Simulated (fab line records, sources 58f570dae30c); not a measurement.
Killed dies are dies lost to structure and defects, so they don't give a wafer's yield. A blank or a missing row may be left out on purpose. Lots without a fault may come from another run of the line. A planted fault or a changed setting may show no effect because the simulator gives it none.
Which tool did it? | flow berkeley_cmos170 | 7 lots, 21 wafers sampled, at 3 steps of a route of 331

WHAT THE GAUGES READ, wafer by wafer
UCB170_CONTACT_THK_MEAS_02.
lot  | measured     | on            | CONTACT_PSG_THK (nm)
L970 | day 7 01:15  | film_metro-03 | 700 701 696
L972 | day 7 13:23  | film_metro-03 | 702 708 705
L976 | day 8 15:48  | film_metro-04 | 699 699 702
L983 | day 10 18:24 | film_metro-01 | 712 716 713
L986 | day 11 00:22 | film_metro-01 | 699 695 698
L990 | day 11 08:42 | film_metro-01 | 693 692 694
L991 | day 11 17:14 | film_metro-01 | 708 712 709

WHICH TOOL RAN EACH LOT (tool, then ch and the chambers of the sampled wafers, then the start)
lot  | UCB170_GATE_ETCH_15              | UCB170_CONTACT_CVD_01
L970 | rie_si-02 ch 1,3, day 6 08:07    | lpcvd-01 ch 1, day 6 23:28
L972 | rie_si-02 ch 0,1,3, day 6 18:02  | lpcvd-02 ch 0, day 7 11:36
L976 | rie_si-02 ch 0,2,3, day 7 18:10  | lpcvd-02 ch 1, day 8 13:07
L983 | rie_si-02 ch 0,1,2, day 9 21:02  | lpcvd-02 ch 0, day 10 16:37
L986 | rie_si-02 ch 1,2,3, day 10 01:57 | lpcvd-01 ch 1, day 10 22:35
L990 | rie_si-02 ch 0,2, day 10 10:48   | lpcvd-01 ch 1, day 11 06:52
L991 | rie_si-02 ch 0,2,3, day 10 23:18 | lpcvd-01 ch 1, day 11 15:26
- UCB170_GATE_ETCH_15: etches poly-Si in HBr/Cl2, stops on SiO2, time 56.3 s, target depth 278.2 nm.
- UCB170_CONTACT_CVD_01: deposits PSG from SiH4/O2/PH3, target thk 700 nm, time 2820 s.

THE ANSWER, worked out from the rows above alone
Rule: what is usual is taken from the lots themselves. Put in order of their means at a reading, lots are off if they are a third of the lots or fewer, leave a main group of 4 or more, and stand apart from it by a gap of 3 or more times the standard deviation of the main group's means; of several such gaps the widest counts. A main group whose means are all the same, to the digits that the tables above print for the reading, isn't used. A lot without any number at a reading at which 4 lots or more have one is off too. The other lots that the step has rows for count as sound.
No lot is off at any reading shown: from this, nothing can be told.

WHAT THE SIMULATOR HAD PUT IN
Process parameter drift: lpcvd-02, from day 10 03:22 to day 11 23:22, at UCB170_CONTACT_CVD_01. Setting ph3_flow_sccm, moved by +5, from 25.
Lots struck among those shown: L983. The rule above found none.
